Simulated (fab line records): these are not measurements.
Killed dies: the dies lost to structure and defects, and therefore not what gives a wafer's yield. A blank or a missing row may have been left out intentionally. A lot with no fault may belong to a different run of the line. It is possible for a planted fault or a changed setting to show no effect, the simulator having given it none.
The tool behind it: which one? -- flow berkeleyCmos170 -- 14 lots, 42 wafers sampled, at 3 steps of a route of 331

WHAT THE GAUGES SHOWED, per wafer
UCB170_M2_THK_MEAS_03: measures by xrf. Usual: M2_AL_THK gives 892 nm (standard deviation 8.6).
lot,measured,on,M2_AL_THK (nm),flag
L212,day 9 12:16,filmMetro-03,900 901 901,
L213,day 9 13:34,filmMetro-03,878 882 877,
L214,day 9 16:53,filmMetro-02,885 899 888,
L216,day 9 13:52,filmMetro-02,883 889 880,
L217,day 9 12:32,filmMetro-02,886 890 895,
L211,day 9 13:05,filmMetro-01,886 893 892,
L221,day 10 06:24,filmMetro-02,897 896 893,
L224,day 10 20:25,filmMetro-02,912 902 893,
L220,day 10 20:17,filmMetro-03,891 905 880,
L225,day 11 16:48,filmMetro-03,902 905 893,
L227,day 12 04:53,filmMetro-03,897 893 895,
L230,day 12 04:20,filmMetro-02,891 890 898,
L234,day 13 05:22,filmMetro-02,880 881 879,
L232,day 13 05:40,filmMetro-01,890 896 900,

EACH LOT AND THE TOOL THAT RAN IT (in order: tool; ch and the chambers of the sampled wafers; start)
lot,UCB170_ACTIVE_ETCH_15,UCB170_V1_STRIP_15
L212,"rieDiel-01 ch 0,1,3, day 5 17:59","plasmaAsher-03 ch 0,1, day 9 11:46"
L213,"rieDiel-03 ch 2,3, day 5 18:14","plasmaAsher-04 ch 0,1, day 9 13:05"
L214,"rieDiel-03 ch 1,2,3, day 5 20:48","plasmaAsher-01 ch 0,1, day 9 16:23"
L216,"rieDiel-01 ch 1,2, day 5 21:24","plasmaAsher-04 ch 0,1, day 9 13:23"
L217,"rieDiel-01 ch 0,1,3, day 5 21:34","plasmaAsher-04 ch 0,1, day 9 12:02"
L211,"rieDiel-03 ch 2,3, day 5 22:17","plasmaAsher-04 ch 1, day 9 12:35"
L221,"rieDiel-04 ch 0,2,3, day 6 15:07","plasmaAsher-04 ch 0,1, day 10 05:55"
L224,"rieDiel-01 ch 0,1,2, day 7 00:04","plasmaAsher-04 ch 0,1, day 10 19:55"
L220,"rieDiel-03 ch 0,2,3, day 7 00:24","plasmaAsher-04 ch 0,1, day 10 19:48"
L225,"rieDiel-03 ch 0,2,3, day 8 00:35","plasmaAsher-03 ch 1, day 11 16:19"
L227,"rieDiel-01 ch 0,3, day 8 08:26","plasmaAsher-01 ch 0,1, day 12 04:23"
L230,"rieDiel-01 ch 1,3, day 8 12:25","plasmaAsher-04 ch 0,1, day 12 03:51"
L234,"rieDiel-01 ch 0,3, day 9 06:06","plasmaAsher-03 ch 1, day 13 04:49"
L232,"rieDiel-01 ch 0,1, day 9 06:33","plasmaAsher-01 ch 1, day 13 05:11"
- UCB170_ACTIVE_ETCH_15: etches Si3N4 in CH3F/Ar/O2, stops on SiO2, target depth 242 nm, time 151 s.
- UCB170_V1_STRIP_15: strips in O2.

AS READ BY THE TOOLS THEMSELVES (means over the sampled wafers that have a number; for cases with no such wafer, the mark the record gives instead)
UCB170_ACTIVE_ETCH_15. Usual: drypumpMotorCurrentA 5.8 A, standard deviation 0.43; oesProductAu 0.944 a.u., standard deviation 0.015; throttleValvePct 8.08 %, standard deviation 0.12.
lot,tool,drypumpMotorCurrentA (A),oesProductAu (a.u.),throttleValvePct (%),flag
L212,rieDiel-01,5.7,0.945,8.08,
L213,rieDiel-03,5.6,0.944,8.17,
L214,rieDiel-03,5.9,0.938,8.06,
L216,rieDiel-01,5.7,0.946,8.11,
L217,rieDiel-01,5.7,0.946,8.09,
L211,rieDiel-03,5.7,0.949,8.08,
L221,rieDiel-04,5.6,0.941,8.07,
L224,rieDiel-01,5.6,0.952,8.05,
L220,rieDiel-03,5.8,0.916,8.13,
L225,rieDiel-03,5.7,0.921,8.14,
L227,rieDiel-01,5.5,0.961,8.12,
L230,rieDiel-01,5.6,0.946,8.19,
L234,rieDiel-01,5.7,0.948,8.04,
L232,rieDiel-01,5.9,0.935,8.03,

UCB170_V1_STRIP_15. Usual: drypumpMotorCurrentA 5.98 A, standard deviation 0.25; oesProductAu 0.721 a.u., standard deviation 0.0051; stripTimeToEndpointS 15.28 s, standard deviation 0.11.
lot,tool,drypumpMotorCurrentA (A),oesProductAu (a.u.),stripTimeToEndpointS (s),flag
L212,plasmaAsher-03,6.15,0.721,15.18,
L213,plasmaAsher-04,6.13,0.721,15.24,
L214,plasmaAsher-01,5.67,0.720,15.29,
L216,plasmaAsher-04,5.99,0.719,15.25,
L217,plasmaAsher-04,6.17,0.719,15.25,
L211,plasmaAsher-04,6.32,0.718,15.30,
L221,plasmaAsher-04,6.13,0.728,15.44,
L224,plasmaAsher-04,6.17,0.719,15.26,
L220,plasmaAsher-04,6.16,0.720,15.28,
L225,plasmaAsher-03,6.26,0.719,15.30,
L227,plasmaAsher-01,5.65,0.726,15.37,
L230,plasmaAsher-04,6.17,0.723,15.33,
L234,plasmaAsher-03,6.25,0.722,15.23,
L232,plasmaAsher-01,5.73,0.718,15.26,

THE ANSWER, worked out from the rows above alone
Rule: a lot is off if the mean of its wafers that have a number lies more than 3 standard deviations from the usual mean. A lot without any number at a reading at which 4 lots or more have one is off too. All remaining lots with rows at the step are treated as sound. First the gauges in route order, then the tools' own readings, where a lot's mean is used as printed above. At the first step where some lot is off, the reading lying furthest off is the one used; lots without a number count as furthest.
No lot is off at any reading shown: from this, nothing can be told.

WHAT THE SIMULATOR HAD PUT IN
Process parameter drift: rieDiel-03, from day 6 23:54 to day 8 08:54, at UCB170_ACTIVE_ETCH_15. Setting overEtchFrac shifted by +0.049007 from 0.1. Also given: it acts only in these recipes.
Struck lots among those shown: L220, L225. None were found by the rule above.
